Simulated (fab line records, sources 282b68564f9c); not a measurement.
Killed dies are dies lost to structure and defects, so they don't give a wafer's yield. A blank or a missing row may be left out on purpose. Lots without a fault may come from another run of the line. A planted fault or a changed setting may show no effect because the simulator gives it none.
Which tool did it? | flow rit_cmos | 7 lots, 21 wafers sampled, at 2 steps of a route of 202

WHAT THE GAUGES READ, wafer by wafer
RIT_GATE_THK_MEAS_07.
lot  | measured    | on            | GATE_OXIDE_THK (nm)
L999 | day 2 14:50 | film_metro-04 | 3.15 3.11 3.11
L101 | day 3 01:18 | film_metro-04 | 3.11 3.10 3.06
L103 | day 3 10:56 | film_metro-04 | 2.94 3.09 3.06
L109 | day 4 19:14 | film_metro-04 | 2.92 2.96 2.96
L111 | day 5 03:26 | film_metro-04 | 3.11 3.06 3.12
L114 | day 5 17:23 | film_metro-02 | 2.95 2.99 2.91
L119 | day 6 18:42 | film_metro-02 | 2.34 2.33 2.34

WHICH TOOL RAN EACH LOT (tool, then ch and the chambers of the sampled wafers, then the start)
lot  | RIT_GATE_OXIDATION_05
L999 | furnace-01 ch 0, day 2 13:31
L101 | furnace-02 ch 0, day 2 23:06
L103 | furnace-02 ch 0, day 3 09:32
L109 | furnace-04 ch 0, day 4 17:55
L111 | furnace-02 ch 0, day 5 02:07
L114 | furnace-01 ch 0, day 5 16:03
L119 | furnace-02 ch 0, day 6 17:18
- RIT_GATE_OXIDATION_05: target thk 3 nm, ox time 270 s.

THE ANSWER, worked out from the rows above alone
Rule: what is usual is taken from the lots themselves. Put in order of their means at a reading, lots are off if they are a third of the lots or fewer, leave a main group of 4 or more, and stand apart from it by a gap of 3 or more times the standard deviation of the main group's means; of several such gaps the widest counts. A main group whose means are all the same, to the digits that the tables above print for the reading, isn't used. A lot without any number at a reading at which 4 lots or more have one is off too. The other lots that the step has rows for count as sound.
Off: L119, at RIT_GATE_THK_MEAS_07 (GATE_OXIDE_THK). The main group: mean 3.04 nm, standard deviation 0.07.
A tool fits if, at a process step before that reading, it ran every lot that is off, and no sound lot after the first of them. The gauges at RIT_GATE_THK_MEAS_07 are tried like those tools. Can't be told from this: 2 tools fit, furnace-02 at RIT_GATE_OXIDATION_05, film_metro-02 at RIT_GATE_THK_MEAS_07.

WHAT THE SIMULATOR HAD PUT IN
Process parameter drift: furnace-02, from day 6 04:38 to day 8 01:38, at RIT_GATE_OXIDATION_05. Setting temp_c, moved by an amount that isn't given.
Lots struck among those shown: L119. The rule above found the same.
